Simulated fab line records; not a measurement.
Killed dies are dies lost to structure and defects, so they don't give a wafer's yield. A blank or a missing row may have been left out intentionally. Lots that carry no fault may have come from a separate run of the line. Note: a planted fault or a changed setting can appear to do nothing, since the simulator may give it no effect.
fab line records	flow ritCmos	part 1 of 2: steps 1 to 43 of 45
[record] lots = 6	wafers = 18	lastDay = 7
route steps=202 shown ACTIVE@11 FOX1@20 FOX2@23 NWELL@28 PWELL@39 WELLDRIVE@50 SILICIDE@161 M1@202
lots with no fault: from the same line, run without faults
startH: the number of hours between the record's first day and the start of the first shown wafer of the lot	waitH: hours elapsed since this lot's preceding step	" unchanged from the row above	L1.1+2: one row covering several wafers at once	- no value, or no start given	* or withheld: withheld	< > ~ a bound
route shown NAME@n: a module of which the file shows steps, and the number in the route of the first	usual: average and standard deviation across the fault-free wafers	same: alike in all rows	chamber/n: place in a boat	sites: the reading at each site	_std_site: standard deviation across them	_edge_site: inner sites' mean taken away from outer sites' mean	radiusMm: how far each site lies from the wafer's centre	mask NAME#n: copy n	behind: tool/chamber where the wafer was last shaped	hold: what put the lot on hold/how long, in hours/how the hold closed	device: names the non-switching transistor (n, p or np)	end of line: at the end of the route, the tests of the same wafers	a step without rows: its recipe alone	killed: not the wafer's yield, but the dies lost to structure and defects at the first sort	map: a wafer's dies, marking killed ones x, the rest . and places with no die _
set.NAME: the setting as run; set.NAME@STEP: as run at that earlier step	model.NAME: the simulator's own value behind a step, which no gauge read
a table for each step, a row for each wafer; lots at some steps of the route
services: a tool's chamber out of use, with start hour (startH, from the record's first day; less than 0 if before it), hours out, and reason
[[steps]]
[step RIT_ACTIVE_DEVELOP_10]
[recipe] resist = NOVOLAK	developTimeS = 51.44	devTempC = 23
[step RIT_ACTIVE_CD_MEAS_11]
[recipe] targetCdNm = 1400
[usual] cdNm = 1400.1/2.5
lot.wafer	tool	chamber	startH	waitH	cdNm
L745.1	cdSem-02	-	29.56	-	1400.1
L745.3	"	-	"	"	1399.2
L745.6	"	-	"	"	1397.5
L750.1	cdSem-01	-	54.81	-	1400.0
L750.2	"	-	"	"	1402.3
L750.4	"	-	"	"	1401.3
L758.1	cdSem-02	-	94.79	-	1403.6
L758.4	"	-	"	"	1402.3
L758.5	"	-	"	"	1404.2
L759.3	cdSem-02	-	99.60	-	1399.8
L759.4	"	-	"	"	1400.4
L759.5	"	-	"	"	1399.6
L764.2	cdSem-01	-	124.46	-	1400.2
L764.5	"	-	"	"	1403.3
L764.6	"	-	"	"	1398.7
L765.1	cdSem-02	-	130.27	-	1399.7
L765.2	"	-	"	"	1399.5
L765.5	"	-	"	"	1398.7
[step RIT_ACTIVE_HARDBAKE_12]
[recipe] resist = NOVOLAK	tempC = 140	timeS = 60
[step RIT_ACTIVE_ETCH_13]
[recipe] stopOn = SiO2	chemistry = SF6	target = Si3N4	timeS = 210	overEtchFrac = 0.4	SF6_flow_sccm = 200	pressureMtorr = 260	rfW = 125	targetDepthA = 2100
[usual] drypumpMotorCurrentA = 5.8/0.38	oesProductAu = 0.826/0.014	throttleValvePct = 7.51/0.11
lot.wafer	tool	chamber	startH	waitH	drypumpMotorCurrentA	oesProductAu	rfHoursCounterH	throttleValvePct
L745.1	rieDiel-02	2	29.83	0.1	5.4	0.838	136	7.45
L745.3	"	0	"	"	6.3	0.826	114	7.62
L745.6	"	0	"	"	6.3	0.836	-	7.62
L750.1	rieDiel-02	1	55.20	0.1	5.4	0.830	80	7.63
L750.2	"	3	"	"	5.7	0.843	157	7.29
L750.4	"	0	"	"	6.3	0.834	115	7.63
L758.1	rieDiel-01	1	95.06	0.1	5.1	0.831	83	7.61
L758.4	"	2	"	"	6.7	0.807	30	7.41
L758.5	"	3	"	"	5.8	0.836	-	7.58
L759.3	rieDiel-02	3	99.83	0.1	5.7	0.840	157	7.27
L759.4	"	0	"	"	6.2	0.825	115	7.62
L759.5	"	0	"	"	6.3	0.827	-	7.62
L764.2	rieDiel-04	1	124.71	0.1	6.0	0.822	102	7.62
L764.5	"	2	"	"	5.8	0.798	-	7.46
L764.6	"	3	"	"	6.4	0.838	-	7.49
L765.1	rieDiel-02	1	130.54	0.1	5.5	0.828	81	7.60
L765.2	"	2	"	"	5.4	0.820	138	7.45
L765.5	"	1	"	"	5.5	0.830	-	7.64
[step RIT_ACTIVE_STRIP_14]
[recipe] chemistry = O2	timeS = 180	resist = NOVOLAK	platenTempC = withheld	powerW = 500	pressureMtorr = 4000	o2FlowSccm = 4000
[usual] drypumpMotorCurrentA = 5.72/0.29	o2FlowSccm = 3998/13	rfReflPowerW = 7.0/0.83
lot.wafer	tool	chamber	startH	waitH	drypumpMotorCurrentA	o2FlowSccm	rfHoursCounterH	rfReflPowerW
L745.1	plasmaAsher-04	0	29.97	0.1	5.77	3991	41	6.6
L745.3	"	0	"	"	5.76	3991	-	6.6
L745.6	"	1	"	"	5.79	3994	-	8.2
L750.1	plasmaAsher-04	0	55.33	0.1	5.75	4011	43	6.5
L750.2	"	1	"	"	5.78	4007	43	7.4
L750.4	"	1	"	"	5.80	4021	-	7.6
L758.1	plasmaAsher-02	1	95.19	0.1	5.33	4015	30	6.1
L758.4	"	0	"	"	6.01	3997	-	7.2
L758.5	"	1	"	"	5.33	4011	-	6.0
L759.3	plasmaAsher-02	1	100.03	0.1	5.34	3987	-	6.1
L759.4	"	0	"	"	6.01	3987	-	7.2
L759.5	"	1	"	"	5.33	3996	-	5.9
L764.2	plasmaAsher-04	1	124.85	0.1	5.81	3998	1	7.6
L764.5	"	1	"	"	5.81	4008	-	7.5
L764.6	"	0	"	"	5.74	4014	-	6.5
L765.1	plasmaAsher-02	1	130.68	0.1	5.34	4027	34	6.3
L765.2	"	0	"	"	6.03	4019	34	7.1
L765.5	"	0	"	"	6.02	4008	-	7.1
[step RIT_ACTIVE_CD_MEAS_90]
[recipe] targetCdNm = 1400
[usual] cdNm = 1400.1/2.5
lot.wafer	tool	chamber	startH	waitH	cdNm
L745.1	cdSem-02	-	30.14	0.1	1399.4
L745.3	"	-	"	"	1399.1
L745.6	"	-	"	"	1397.6
L750.1	cdSem-01	-	55.51	0.1	1400.0
L750.2	"	-	"	"	1402.5
L750.4	"	-	"	"	1401.3
L758.1	cdSem-02	-	95.37	0.1	1403.5
L758.4	"	-	"	"	1402.3
L758.5	"	-	"	"	1404.0
L759.3	cdSem-02	-	100.18	0.1	1400.2
L759.4	"	-	"	"	1400.2
L759.5	"	-	"	"	1399.3
L764.2	cdSem-01	-	125.04	0.1	1400.6
L764.5	"	-	"	"	1403.5
L764.6	"	-	"	"	1399.0
L765.1	cdSem-01	-	130.85	0.1	1399.5
L765.2	"	-	"	"	1399.4
L765.5	"	-	"	"	1398.6
[step RIT_ACTIVE_CLEAN_15]
[recipe] chemistry = SC1	mix = 3:3:50	timeS = 600	tempC = 75
[step RIT_ACTIVE_CLEAN_16]
[recipe] chemistry = dHF	dilution = 50:1	timeS = 30
[step RIT_ACTIVE_CLEAN_17]
[recipe] chemistry = SC2	mix = 3:3:50	timeS = 600	tempC = 75	dry = n2Spin
[step RIT_FOX1_OXIDATION_00]
[recipe] tempC = 1100	ambient = H2O	targetThkA = 3507	pH2oTorr = 720	oxTimeS = 1130
[step RIT_FOX1_THK_MEAS_01]
[recipe] reads = SiO2_of_FOX1_OXIDATION_00
[usual] FOX1_OXIDE_THK = 352/7.2
lot.wafer	tool	chamber	startH	waitH	FOX1_OXIDE_THK[nm]
L745.1	filmMetro-04	-	33.04	0.0	352
L745.3	"	-	"	"	353
L745.6	"	-	"	"	346
L750.1	filmMetro-04	-	57.43	0.0	347
L750.2	"	-	"	"	346
L750.4	"	-	"	"	343
L758.1	filmMetro-04	-	97.55	0.0	361
L758.4	"	-	"	"	360
L758.5	"	-	"	"	359
L759.3	filmMetro-01	-	101.96	0.0	340
L759.4	"	-	"	"	337
L759.5	"	-	"	"	334
L764.2	filmMetro-01	-	126.83	0.0	350
L764.5	"	-	"	"	351
L764.6	"	-	"	"	357
L765.1	filmMetro-04	-	134.07	0.0	364
L765.2	"	-	"	"	365
L765.5	"	-	"	"	366
[step RIT_FOX1_WET_ETCH_02]
[recipe] chemistry = BOE	targetDepthNm = 350	timeS = 390	tempC = 21.5	dry = n2Spin	dilution = 10:1	target = SiO2
[step RIT_FOX2_OXIDATION_00]
[recipe] tempC = 1100	ambient = H2O	targetThkA = 3507	pH2oTorr = 720	oxTimeS = 1130
[usual] spikeTcCentreC = 1103.0/1.7	spikeTcLoadC = 1126.8/1.1	spikeTcSourceC = 1126.4/1.3	tubeCenterTempC = 1100/0.098	tube_center_temp_C_max = 1102.9/0.49
[same] oxTimeS = 1130
lot.wafer	tool	chamber	startH	waitH	spikeTcCentreC	spikeTcLoadC	spikeTcSourceC	tubeCenterTempC	tube_center_temp_C_max	model.SiO2_of_FOX2_OXIDATION_00.thkNm
L745.1	furnace-01	0	34.72	1.5	1103.6	1125.7	1128.7	1099.9	1102.4	349.2
L745.3	"	0	"	"	1103.3	1127.9	1124.7	1099.7	1103.5	344.7
L745.6	"	0	"	"	1103.1	1126.6	1125.1	1100	1102.8	352
L750.1	furnace-03	0	57.61	0.0	1101.5	1125.0	1125.0	1100	1102.4	340
L750.2	"	0	"	"	1102.3	1127.2	1126.9	1099.9	1102.8	340.6
L750.4	"	0	"	"	1100.9	1125.5	1126.1	1100	1102.5	344.5
L758.1	furnace-01	0	98.56	0.8	1155.3	1178.6	1178.3	1150.9	1153.5	430
L758.4	"	0	"	"	1154.0	1179.0	1177.7	1150.7	1154.4	428.5
L758.5	"	0	"	"	1154.8	1179.7	1178.3	1150.7	1153.6	424
L759.3	furnace-01	0	102.12	0.0	1154.3	1179.5	1177.8	1150.7	1153.5	426.5
L759.4	"	0	"	"	1152.7	1178.6	1177.7	1150.7	1153.2	425.7
L759.5	"	0	"	"	1156.5	1179.0	1180.1	1150.7	1153.0	428.7
L764.2	furnace-03	0	128.21	1.2	1102.3	1127.0	1126.5	1100	1103.0	349.1
L764.5	"	0	"	"	1100.9	1127.8	1127.2	1100	1102.7	348.3
L764.6	"	0	"	"	1102.1	1126.2	1126.6	1099.9	1102.6	348.5
L765.1	furnace-03	0	134.25	0.0	1102.0	1126.3	1129.3	1099.9	1102.2	354
L765.2	"	0	"	"	1101.4	1127.3	1126.6	1100	1103.0	347.7
L765.5	"	0	"	"	1102.0	1127.6	1127.9	1100	1102.4	346.3
[step RIT_FOX2_THK_MEAS_01]
[recipe] reads = SiO2_of_FOX2_OXIDATION_00
[usual] FOX2_OXIDE_THK = 350/6.8
lot.wafer	tool	chamber	startH	waitH	FOX2_OXIDE_THK[nm]
L745.1	filmMetro-01	-	36.03	0.0	349
L745.3	"	-	"	"	345
L745.6	"	-	"	"	352
L750.1	filmMetro-03	-	58.93	0.0	340
L750.2	"	-	"	"	341
L750.4	"	-	"	"	345
L758.1	filmMetro-01	-	99.87	0.0	430
L758.4	"	-	"	"	429
L758.5	"	-	"	"	424
L759.3	filmMetro-04	-	103.45	0.0	427
L759.4	"	-	"	"	426
L759.5	"	-	"	"	429
L764.2	filmMetro-03	-	129.54	0.0	349
L764.5	"	-	"	"	349
L764.6	"	-	"	"	348
L765.1	filmMetro-03	-	135.57	0.0	354
L765.2	"	-	"	"	347
L765.5	"	-	"	"	347
[step RIT_FOX2_CLEAN_02]
[recipe] chemistry = dHF	dilution = 50:1	timeS = 171.4
[step RIT_FOX2_WET_ETCH_03]
[recipe] chemistry = H3PO4	target = Si3N4	targetDepthNm = 195	tempC = 165	timeS = 2700
[step RIT_FOX2_THK_MEAS_90]
[recipe] reads = SiO2_of_FOX2_OXIDATION_00
[usual] FIELD_OXIDE_LEFT_1_THK = 324/6.7
lot.wafer	tool	chamber	startH	waitH	FIELD_OXIDE_LEFT_1_THK[nm]
L745.1	filmMetro-03	-	36.98	0.0	323
L745.3	"	-	"	"	318
L745.6	"	-	"	"	325
L750.1	filmMetro-01	-	59.81	0.0	314
L750.2	"	-	"	"	314
L750.4	"	-	"	"	318
L758.1	filmMetro-04	-	100.75	0.0	404
L758.4	"	-	"	"	402
L758.5	"	-	"	"	398
L759.3	filmMetro-04	-	104.33	0.0	400
L759.4	"	-	"	"	399
L759.5	"	-	"	"	402
L764.2	filmMetro-04	-	130.42	0.0	323
L764.5	"	-	"	"	322
L764.6	"	-	"	"	322
L765.1	filmMetro-03	-	136.52	0.0	327
L765.2	"	-	"	"	321
L765.5	"	-	"	"	319
[step RIT_NWELL_HMDS_00]
[recipe] primeTimeS = 62.67	primeTempC = 140
[step RIT_NWELL_COAT_01]
[recipe] resist = NOVOLAK	spinRpm = 2000	resistThkNm = 1300
[step RIT_NWELL_SOFTBAKE_02]
[recipe] resist = NOVOLAK	tempC = 90	timeS = 60
[step RIT_NWELL_EXPOSE_03]
[recipe] maskId = M2	na = 0.57	targetCdNm = 43900	doseMj = 250
[step RIT_NWELL_PEB_04]
[recipe] resist = NOVOLAK	tempC = withheld	timeS = withheld
[step RIT_NWELL_DEVELOP_05]
[recipe] resist = NOVOLAK	developTimeS = 68	devTempC = 23
[step RIT_NWELL_OVL_MEAS_06]
[usual] NWELL_OVL = -0.8/1.3
lot.wafer	tool	chamber	startH	waitH	NWELL_OVL[nm]
L745.1	overlay-02	-	37.92	-	2.9
L745.3	"	-	"	"	0.2
L745.6	"	-	"	"	1.5
L750.1	overlay-01	-	60.87	-	-0.3
L750.2	"	-	"	"	0.0
L750.4	"	-	"	"	0.0
L758.1	overlay-02	-	101.69	-	0.3
L758.4	"	-	"	"	1.3
L758.5	"	-	"	"	0.7
L759.3	overlay-02	-	105.26	-	-1.4
L759.4	"	-	"	"	-1.0
L759.5	"	-	"	"	-1.0
L764.2	overlay-01	-	131.48	-	0.7
L764.5	"	-	"	"	0.5
L764.6	"	-	"	"	-0.3
L765.1	overlay-01	-	137.46	-	0.0
L765.2	"	-	"	"	-2.0
L765.5	"	-	"	"	-2.9
[step RIT_NWELL_HARDBAKE_07]
[recipe] resist = NOVOLAK	tempC = 140	timeS = 120
[step RIT_NWELL_IMPLANT_08]
[recipe] species = P	energyKev = 170	doseCm2 = 5e+13	tiltDeg = 7
[step RIT_NWELL_STRIP_09]
[recipe] chemistry = O2	timeS = 180	resist = NOVOLAK	platenTempC = withheld	powerW = 500	pressureMtorr = 4000	o2FlowSccm = 4000
[usual] drypumpMotorCurrentA = 5.88/0.22	o2FlowSccm = 3998/11	rfReflPowerW = 7.7/0.72
lot.wafer	tool	chamber	startH	waitH	drypumpMotorCurrentA	o2FlowSccm	rfHoursCounterH	rfReflPowerW
L745.1	plasmaAsher-04	0	38.35	0.1	5.73	4003	41	6.5
L745.3	"	1	"	"	5.80	4005	-	7.8
L745.6	"	0	"	"	5.73	4024	-	6.5
L750.1	plasmaAsher-01	0	61.33	0.1	5.42	3989	40	7.1
L750.2	"	1	"	"	6.13	4012	40	9.1
L750.4	"	1	"	"	6.12	4007	-	9.1
L758.1	plasmaAsher-04	0	102.14	0.1	5.74	3993	48	6.7
L758.4	"	0	"	"	5.77	3979	-	6.6
L758.5	"	1	"	"	5.78	3993	-	8.0
L759.3	plasmaAsher-04	1	105.75	0.1	5.81	3979	-	7.8
L759.4	"	0	"	"	5.74	4003	-	6.5
L759.5	"	0	"	"	5.76	4021	-	6.5
L764.2	plasmaAsher-03	1	131.91	0.1	5.98	4004	50	8.0
L764.5	"	0	"	"	6.06	3987	-	7.9
L764.6	"	1	"	"	5.97	4007	-	8.0
L765.1	plasmaAsher-04	1	137.89	0.1	5.79	3982	2	7.4
L765.2	"	0	"	"	5.73	3997	2	6.5
L765.5	"	1	"	"	5.77	4001	-	7.1
[step RIT_NWELL_TW_MEAS_10]
[usual] NWELL_TW = 2158/15
lot.wafer	tool	chamber	startH	waitH	NWELL_TW
L745.1	filmMetro-04	-	38.53	0.1	2187
L745.3	"	-	"	"	2191
L745.6	"	-	"	"	2180
L750.1	filmMetro-04	-	61.51	0.1	2180
L750.2	"	-	"	"	2181
L750.4	"	-	"	"	2161
L758.1	filmMetro-02	-	102.31	0.1	2173
L758.4	"	-	"	"	2168
L758.5	"	-	"	"	2172
L759.3	filmMetro-02	-	105.88	0.1	2158
L759.4	"	-	"	"	2151
L759.5	"	-	"	"	2167
L764.2	filmMetro-03	-	132.09	0.1	2148
L764.5	"	-	"	"	2138
L764.6	"	-	"	"	2156
L765.1	filmMetro-04	-	138.07	0.1	2172
L765.2	"	-	"	"	2169
L765.5	"	-	"	"	2174
[step RIT_PWELL_HMDS_00]
[recipe] primeTimeS = 60	primeTempC = 140
[step RIT_PWELL_COAT_01]
[recipe] resist = NOVOLAK	spinRpm = 2000	resistThkNm = 1300
[step RIT_PWELL_SOFTBAKE_02]
[recipe] resist = NOVOLAK	tempC = 90	timeS = 60
[step RIT_PWELL_EXPOSE_03]
[recipe] maskId = M3	na = 0.57	targetCdNm = 43700	doseMj = 250
[step RIT_PWELL_PEB_04]
[recipe] resist = NOVOLAK	tempC = withheld	timeS = withheld
[step RIT_PWELL_DEVELOP_05]
[recipe] resist = NOVOLAK	developTimeS = 68	devTempC = 23
[step RIT_PWELL_OVL_MEAS_06]
[usual] PWELL_OVL = 0.5/1.4
lot.wafer	tool	chamber	startH	waitH	PWELL_OVL[nm]
L745.1	overlay-02	-	39.47	-	0.2
L745.3	"	-	"	"	0.9
L745.6	"	-	"	"	0.5
L750.1	overlay-01	-	62.45	-	0.4
L750.2	"	-	"	"	2.0
L750.4	"	-	"	"	1.2
L758.1	overlay-02	-	103.25	-	2.5
L758.4	"	-	"	"	2.1
L758.5	"	-	"	"	1.4
L759.3	overlay-02	-	106.81	-	0.4
L759.4	"	-	"	"	1.0
L759.5	"	-	"	"	0.0
L764.2	overlay-01	-	133.03	-	2.5
L764.5	"	-	"	"	1.1
L764.6	"	-	"	"	1.2
L765.1	overlay-02	-	139.01	-	3.6
L765.2	"	-	"	"	1.9
L765.5	"	-	"	"	0.3
[step RIT_PWELL_HARDBAKE_07]
[recipe] resist = NOVOLAK	tempC = 140	timeS = 120
[step RIT_PWELL_IMPLANT_08]
[recipe] species = B	energyKev = 170	doseCm2 = 7.15e+13	tiltDeg = 7
[step RIT_PWELL_STRIP_09]
[recipe] chemistry = O2	timeS = 180	resist = NOVOLAK	platenTempC = withheld	powerW = 500	pressureMtorr = 4000	o2FlowSccm = 4000
[usual] drypumpMotorCurrentA = 5.82/0.25	o2FlowSccm = 4000/12	rfReflPowerW = 7.2/0.71
lot.wafer	tool	chamber	startH	waitH	drypumpMotorCurrentA	o2FlowSccm	rfHoursCounterH	rfReflPowerW
L745.1	plasmaAsher-02	1	39.90	0.1	5.33	3991	24	6.2
L745.3	"	1	"	"	5.33	3987	-	6.0
L745.6	"	1	"	"	5.33	3996	-	6.0
L750.1	plasmaAsher-03	0	62.88	0.1	6.07	4005	42	8.0
L750.2	"	1	"	"	5.93	4011	42	8.0
L750.4	"	0	"	"	6.09	4007	-	8.2
L758.1	plasmaAsher-03	0	103.69	0.1	6.10	4001	47	7.9
L758.4	"	1	"	"	5.98	3997	-	8.2
L758.5	"	0	"	"	6.11	4009	-	7.6
L759.3	plasmaAsher-04	0	107.38	0.1	5.77	3989	-	6.5
L759.4	"	1	"	"	5.81	3996	-	8.2
L759.5	"	1	"	"	5.78	3995	-	7.6
L764.2	plasmaAsher-03	1	133.46	0.1	6.03	4021	50	8.1
L764.5	"	1	"	"	6.05	4001	-	7.8
L764.6	"	0	"	"	6.08	4025	-	7.9
L765.1	plasmaAsher-02	1	139.45	0.1	5.35	3988	35	6.3
L765.2	"	0	"	"	6.02	3990	35	7.0
L765.5	"	0	"	"	6.02	3988	-	7.3
[step RIT_PWELL_TW_MEAS_10]
[usual] PWELL_TW = 966/6.2
lot.wafer	tool	chamber	startH	waitH	PWELL_TW
L745.1	filmMetro-04	-	40.08	0.1	975
L745.3	"	-	"	"	977
L745.6	"	-	"	"	975
L750.1	filmMetro-04	-	63.06	0.1	973
L750.2	"	-	"	"	973
L750.4	"	-	"	"	974
L758.1	filmMetro-02	-	103.86	0.1	971
L758.4	"	-	"	"	963
L758.5	"	-	"	"	972
L759.3	filmMetro-02	-	107.51	0.1	974
L759.4	"	-	"	"	970
L759.5	"	-	"	"	967
L764.2	filmMetro-03	-	133.64	0.1	957
L764.5	"	-	"	"	960
L764.6	"	-	"	"	960
L765.1	filmMetro-02	-	139.62	0.1	964
L765.2	"	-	"	"	964
L765.5	"	-	"	"	970
[step RIT_WELLDRIVE_ANNEAL_00]
[recipe] tempC = 1100	timeS = 14700	ambient = N2
[step RIT_WELLDRIVE_RS_MEAS_01]
[recipe] thkMeasGauge = four-point-probe
[usual] NWELL_RS = 275.6/0.85
lot.wafer	tool	chamber	startH	waitH	NWELL_RS[ohm/sq]
L745.1	filmMetro-03	-	45.76	0.0	276.6
L745.3	"	-	"	"	275.6
L745.6	"	-	"	"	276.8
L750.1	filmMetro-02	-	68.68	0.0	274.6
L750.2	"	-	"	"	275.5
L750.4	"	-	"	"	275.4
L758.1	filmMetro-02	-	109.01	0.0	274.9
L758.4	"	-	"	"	275.4
L758.5	"	-	"	"	274.7
L759.3	filmMetro-02	-	112.68	0.0	275.9
L759.4	"	-	"	"	276.2
L759.5	"	-	"	"	275.7
L764.2	filmMetro-04	-	138.80	0.0	276.1
L764.5	"	-	"	"	276.0
L764.6	"	-	"	"	275.5
L765.1	filmMetro-03	-	145.18	0.0	275.4
L765.2	"	-	"	"	275.2
L765.5	"	-	"	"	275.6
[step RIT_WELLDRIVE_RS_MEAS_02]
[recipe] thkMeasGauge = four-point-probe
[usual] PWELL_RS = 424.0/1
lot.wafer	tool	chamber	startH	waitH	PWELL_RS[ohm/sq]
L745.1	filmMetro-03	-	45.88	0.1	425.4
L745.3	"	-	"	"	425.6
L745.6	"	-	"	"	425.6
L750.1	filmMetro-02	-	68.80	0.1	423.8
L750.2	"	-	"	"	424.9
L750.4	"	-	"	"	424.0
L758.1	filmMetro-02	-	109.13	0.1	424.8
L758.4	"	-	"	"	423.3
L758.5	"	-	"	"	423.9
L759.3	filmMetro-02	-	112.80	0.1	424.2
L759.4	"	-	"	"	425.0
L759.5	"	-	"	"	424.3
L764.2	filmMetro-04	-	138.92	0.1	424.5
L764.5	"	-	"	"	424.9
L764.6	"	-	"	"	424.2
L765.1	filmMetro-03	-	145.30	0.1	425.1
L765.2	"	-	"	"	425.0
L765.5	"	-	"	"	423.8
[step RIT_FOX2_THK_MEAS_91]
[recipe] reads = SiO2_of_FOX2_OXIDATION_00
[usual] FIELD_OXIDE_LEFT_2_THK = 255/6.7
lot.wafer	tool	chamber	startH	waitH	FIELD_OXIDE_LEFT_2_THK[nm]
L745.1	filmMetro-03	-	49.52	0.0	255
L745.3	"	-	"	"	250
L745.6	"	-	"	"	257
L750.1	filmMetro-01	-	72.58	0.0	246
L750.2	"	-	"	"	246
L750.4	"	-	"	"	250
L758.1	filmMetro-04	-	113.06	0.0	336
L758.4	"	-	"	"	334
L758.5	"	-	"	"	330
L759.3	filmMetro-01	-	116.67	0.0	331
L759.4	"	-	"	"	330
L759.5	"	-	"	"	333
L764.2	filmMetro-01	-	142.69	0.0	255
L764.5	"	-	"	"	254
L764.6	"	-	"	"	255
L765.1	filmMetro-01	-	149.22	0.0	258
L765.2	"	-	"	"	252
L765.5	"	-	"	"	251
[[key]]
[firstSign] step = RIT_FOX2_OXIDATION_00	reading = tubeCenterTempC	direction = up	sigmas = 99+	usual = *	struck = *
[effect] step = RIT_FOX2_OXIDATION_00	reading = tube_center_temp_C_max	direction = up	sigmas = 99+	usual = *	struck = *
[effect] step = RIT_FOX2_THK_MEAS_01	reading = FOX2_OXIDE_THK	direction = up	sigmas = 11	usual = 350	struck = 427
[effect] step = RIT_FOX2_THK_MEAS_90	reading = FIELD_OXIDE_LEFT_1_THK	direction = up	sigmas = 11	usual = 324	struck = 401
[effect] step = RIT_FOX2_THK_MEAS_91	reading = FIELD_OXIDE_LEFT_2_THK	direction = up	sigmas = 11	usual = 255	struck = 332
[modelEffect] step = RIT_FOX2_OXIDATION_00	value = SiO2_of_FOX2_OXIDATION_00.thkNm	without = 350	struck = 427.3
[modelEffect] step = RIT_SILICIDE_WET_ETCH_00	value = SiO2_of_FOX2_OXIDATION_00.thkNm	without = 150.1	struck = 227.3
[modelEffect] step = RIT_M1_PROBE_99	value = etest.nldd.widthNm	without = 3182	struck = 3071
metAt RIT_FOX2_OXIDATION_00
struckWafers L758.1,L758.4,L758.5,L759.3,L759.4,L759.5
testerLeftOut L758,L759
onsetBetween 34.72 98.56
[fault] kind = processParameterDrift	tool = furnace-01	chamber = -	onsetH = 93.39	steps = RIT_FOX2_OXIDATION_00	channel = tempC	offset = *	shape = step	endH = 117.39	actsIn = *	stated = *
// testerLeftOut: of these lots the tester's yield and bins aren't shown, on N5 and GAA mostly nor the transistor test; their killed dies are dies lost to structure and defects alone, not to doping, threshold or leakage, so they don't give the yield
